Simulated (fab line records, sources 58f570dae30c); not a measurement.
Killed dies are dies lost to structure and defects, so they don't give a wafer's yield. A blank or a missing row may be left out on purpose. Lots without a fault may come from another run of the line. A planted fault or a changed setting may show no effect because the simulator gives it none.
Which tool did it? | flow berkeley_cmos170 | 14 lots, 42 wafers sampled, at 6 steps of a route of 331

WHAT THE GAUGES READ, wafer by wafer
UCB170_NVT_TW_MEAS_09. Usual: NVT_TW 524, standard deviation 3.7.
lot  | measured     | on            | NVT_TW      | flag
L963 | day 5 17:32  | film_metro-02 | 522 522 525 |
L964 | day 5 17:47  | film_metro-03 | 525 528 527 |
L965 | day 5 21:34  | film_metro-01 | 517 517 518 |
L966 | day 5 21:41  | film_metro-03 | 525 528 526 |
L967 | day 5 21:56  | film_metro-03 | 529 526 529 |
L969 | day 6 12:40  | film_metro-03 | 530 527 529 |
L971 | day 7 06:04  | film_metro-01 | 520 519 520 |
L972 | day 7 13:05  | film_metro-02 | 522 519 522 |
L973 | day 7 18:32  | film_metro-01 | 522 519 518 |
L974 | day 8 08:11  | film_metro-03 | 526 528 526 |
L981 | day 9 21:49  | film_metro-03 | 526 527 526 |
L982 | day 9 21:52  | film_metro-02 | 518 523 521 |
L983 | day 10 07:43 | film_metro-01 | 528 530 528 |
L985 | day 11 03:29 | film_metro-03 | 527 526 530 |

UCB170_PLDD_CD_MEAS_06: target cd 1200 nm. Usual: cd_nm 1199.8 nm, standard deviation 1.6.
lot  | measured     | on        | cd_nm (nm)           | flag
L963 | day 6 09:43  | cd_sem-01 | 1197.9 1198.7 1199.8 |
L964 | day 6 09:26  | cd_sem-01 | 1199.7 1198.4 1197.8 |
L965 | day 6 13:58  | cd_sem-01 | 1199.7 1198.6 1201.2 |
L966 | day 6 13:42  | cd_sem-01 | 1199.1 1198.4 1199.0 |
L967 | day 6 13:49  | cd_sem-02 | 1199.3 1199.6 1199.2 |
L969 | day 7 05:29  | cd_sem-01 | 1197.8 1200.1 1198.0 |
L971 | day 8 03:55  | cd_sem-01 | 1201.5 1202.7 1201.8 |
L972 | day 8 11:53  | cd_sem-01 | 1201.2 1199.6 1199.6 |
L973 | day 8 13:44  | cd_sem-01 | 1201.4 1202.1 1202.9 |
L974 | day 9 04:47  | cd_sem-01 | 1199.8 1199.9 1200.9 |
L981 | day 10 17:31 | cd_sem-01 | 1200.5 1200.9 1199.8 |
L982 | day 10 17:01 | cd_sem-01 | 1197.6 1198.1 1198.0 |
L983 | day 10 22:54 | cd_sem-01 | 1200.2 1199.7 1200.9 |
L985 | day 11 23:03 | cd_sem-01 | 1198.9 1198.9 1199.7 |

UCB170_PLDD_TW_MEAS_11. Usual: PLDD_TW 1014, standard deviation 7.7.
lot  | measured     | on            | PLDD_TW                 | flag
L963 | day 6 10:14  | film_metro-04 | 1017 1018 1013          |
L964 | day 6 09:59  | film_metro-03 | 1016 1023 1016          |
L965 | day 6 14:34  | film_metro-02 | 1011 1012 1007          |
L966 | day 6 14:16  | film_metro-03 | 1013 1015 1017          |
L967 | day 6 14:22  | film_metro-04 | 1020 1026 1022          |
L969 | day 7 06:02  | film_metro-04 | 1021 1017 1015          |
L971 | day 8 04:28  | film_metro-04 | 1017 1018 1018          |
L972 | day 8 12:25  | film_metro-02 | 1001 1009 1005          |
L973 | day 8 14:17  | film_metro-02 | 984 987 985 983 983 981 | OFF
L974 | day 9 05:19  | film_metro-02 | 989 985 988             | OFF
L981 | day 10 18:04 | film_metro-04 | 1024 1016 1026          |
L982 | day 10 17:35 | film_metro-03 | 1018 1017 1017          |
L983 | day 10 23:27 | film_metro-04 | 1023 1014 1017          |
L985 | day 11 23:35 | film_metro-02 | 1011 1011 1013          |

UCB170_SDANNEAL_RS_MEAS_04: measures by four-point-probe. Usual: PLDD_RS 1029.5 ohm/sq, standard deviation 2.7.
lot  | measured     | on            | PLDD_RS (ohm/sq)                          | flag
L963 | day 6 22:00  | film_metro-04 | 1027.0 1029.2 1030.2                      |
L964 | day 6 21:47  | film_metro-02 | 1029.7 1025.1 1026.6                      |
L965 | day 7 02:07  | film_metro-03 | 1031.5 1030.0 1034.5                      |
L966 | day 7 01:43  | film_metro-02 | 1030.9 1032.5 1031.1                      |
L967 | day 7 01:55  | film_metro-04 | 1021.4 1024.4 1024.7                      |
L969 | day 7 19:10  | film_metro-02 | 1031.8 1029.3 1027.5                      |
L971 | day 8 16:33  | film_metro-04 | 1026.7 1024.8 1027.4                      |
L972 | day 9 02:38  | film_metro-03 | 1026.3 1025.6 1029.7                      |
L973 | day 9 02:53  | film_metro-02 | 1084.1 1078.2 1082.2 1082.6 1077.8 1083.1 | OFF
L974 | day 9 19:49  | film_metro-03 | 1080.6 1080.4 1077.4 1079.6 1081.0 1080.2 | OFF
L981 | day 11 10:40 | film_metro-03 | 1029.6 1030.6 1029.4                      |
L982 | day 11 09:56 | film_metro-02 | 1031.2 1031.0 1030.5                      |
L983 | day 11 10:32 | film_metro-04 | 1033.5 1032.5 1031.9                      |
L985 | day 12 16:00 | film_metro-02 | 1031.2 1026.2 1034.3                      |

WHICH TOOL RAN EACH LOT (tool, then ch and the chambers of the sampled wafers, then the start)
lot  | UCB170_GATE_ETCH_15              | UCB170_PLDD_IMPLANT_09
L963 | rie_si-02 ch 0,2,3, day 6 08:04  | implanter-03 ch 0, day 6 10:01
L964 | rie_si-01 ch 1,3, day 6 07:47    | implanter-01 ch 0, day 6 09:45
L965 | rie_si-01 ch 2,3, day 6 12:21    | implanter-03 ch 0, day 6 14:19
L966 | rie_si-01 ch 1,2,3, day 6 11:58  | implanter-03 ch 0, day 6 14:01
L967 | rie_si-02 ch 0,2,3, day 6 12:16  | implanter-01 ch 0, day 6 14:07
L969 | rie_si-02 ch 1,2, day 7 03:35    | implanter-03 ch 0, day 7 05:47
L971 | rie_si-02 ch 2,3, day 8 02:27    | implanter-01 ch 0, day 8 04:13
L972 | rie_si-02 ch 1,2,3, day 8 10:14  | implanter-02 ch 0, day 8 12:12
L973 | rie_si-01 ch 0,3, day 8 12:19    | implanter-03 ch 0, day 8 14:02
L974 | rie_si-02 ch 1,2, day 9 03:18    | implanter-03 ch 0, day 9 05:07
L981 | rie_si-02 ch 0,1,3, day 10 14:13 | implanter-01 ch 0, day 10 17:50
L982 | rie_si-01 ch 0,2,3, day 10 14:05 | implanter-02 ch 0, day 10 17:19
L983 | rie_si-01 ch 1,2, day 10 21:19   | implanter-01 ch 0, day 10 23:12
L985 | rie_si-02 ch 0,1,3, day 11 21:14 | implanter-02 ch 0, day 11 23:22
- UCB170_GATE_ETCH_15: etches poly-Si in HBr/Cl2, stops on SiO2, time 56.3 s, target depth 278.2 nm.
- UCB170_PLDD_IMPLANT_09

WHAT THE TOOLS THEMSELVES READ (means of the sampled wafers that have a number; where no wafer has one, the mark that the record gives instead)
UCB170_GATE_ETCH_15. Usual: bias_w 150.0 W, standard deviation 0.51; drypump_motor_current_A 5.7 A, standard deviation 0.5; mfc_cl2_sccm 50.02 sccm, standard deviation 0.16; oes_product_au 0.832 a.u., standard deviation 0.0096; throttle_valve_pct 26.46 %, standard deviation 0.23.
lot  | tool      | bias_w (W) | drypump_motor_current_A (A) | mfc_cl2_sccm (sccm) | oes_product_au (a.u.) | throttle_valve_pct (%) | flag
L963 | rie_si-02 | 150.0      | 5.9                         | 49.95               | 0.839                 | 26.39                  |
L964 | rie_si-01 | 150.2      | 5.4                         | 49.86               | 0.836                 | 26.57                  |
L965 | rie_si-01 | 150.1      | 5.8                         | 50.19               | 0.848                 | 26.38                  |
L966 | rie_si-01 | 149.8      | 5.6                         | 50.13               | 0.836                 | 26.42                  |
L967 | rie_si-02 | 150.1      | 5.9                         | 49.97               | 0.838                 | 26.39                  |
L969 | rie_si-02 | 150.1      | 6.3                         | 49.77               | 0.824                 | 26.39                  |
L971 | rie_si-02 | 149.1      | 5.6                         | 50.17               | 0.831                 | 26.29                  |
L972 | rie_si-02 | 150.2      | 5.8                         | 50.05               | 0.826                 | 26.46                  |
L973 | rie_si-01 | 150.6      | 5.6                         | 50.09               | 0.838                 | 26.49                  |
L974 | rie_si-02 | 150.5      | 6.3                         | 49.95               | 0.828                 | 26.39                  |
L981 | rie_si-02 | 150.0      | 5.5                         | 50.03               | 0.832                 | 26.61                  |
L982 | rie_si-01 | 149.6      | 5.6                         | 50.00               | 0.837                 | 26.39                  |
L983 | rie_si-01 | 149.7      | 5.6                         | 50.16               | 0.827                 | 26.32                  |
L985 | rie_si-02 | 150.1      | 5.5                         | 50.13               | 0.834                 | 26.62                  |

UCB170_PLDD_IMPLANT_09. Usual: dose_ions_cm2 5e+13, standard deviation 5.7e+10.
lot  | tool         | dose_ions_cm2 | flag
L963 | implanter-03 | 5e+13         |
L964 | implanter-01 | 5e+13         |
L965 | implanter-03 | 5e+13         |
L966 | implanter-03 | 5e+13         |
L967 | implanter-01 | 5e+13         |
L969 | implanter-03 | 5e+13         |
L971 | implanter-01 | 5e+13         |
L972 | implanter-02 | 5e+13         |
L973 | implanter-03 | 4e+13         | OFF
L974 | implanter-03 | 4e+13         | OFF
L981 | implanter-01 | 5e+13         |
L982 | implanter-02 | 5e+13         |
L983 | implanter-01 | 5e+13         |
L985 | implanter-02 | 5e+13         |

THE ANSWER, worked out from the rows above alone
Rule: a lot is off if the mean of its wafers that have a number lies more than 3 standard deviations from the usual mean. A lot without any number at a reading at which 4 lots or more have one is off too. The other lots that the step has rows for count as sound. The gauges are gone through in route order, then the tools' own readings, and for those a lot's mean is taken as printed above. The first step at which some lot is off is used, and at that step the reading that is off furthest; a lot without a number counts as furthest.
Off: L973, L974, at UCB170_PLDD_TW_MEAS_11 (PLDD_TW).
A tool fits if, at a process step before that reading, it ran every lot that is off, and no sound lot after the first of them. The gauges at UCB170_PLDD_TW_MEAS_11 aren't tried: what is off there is off at UCB170_PLDD_IMPLANT_09 too, on other tools, and a gauge's error can't cause that. One fits: implanter-03 at UCB170_PLDD_IMPLANT_09. Its last sound lot is L969 (day 7 05:47), its first lot that is off L973 (day 8 14:02): a fault that began between those two fits.
The tool's own readings at UCB170_PLDD_IMPLANT_09 bear it out: on the lots that are off they differ by more than 5 times the standard deviation of the sound lots' means. dose_ions_cm2 reads 4e+13 there against 5e+13 on the sound lots.

WHAT THE SIMULATOR HAD PUT IN
Process parameter drift: implanter-03, from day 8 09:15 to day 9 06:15, at UCB170_PLDD_IMPLANT_09. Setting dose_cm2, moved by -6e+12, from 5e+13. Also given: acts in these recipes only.
Lots struck among those shown: L973, L974. The rule above found the same.
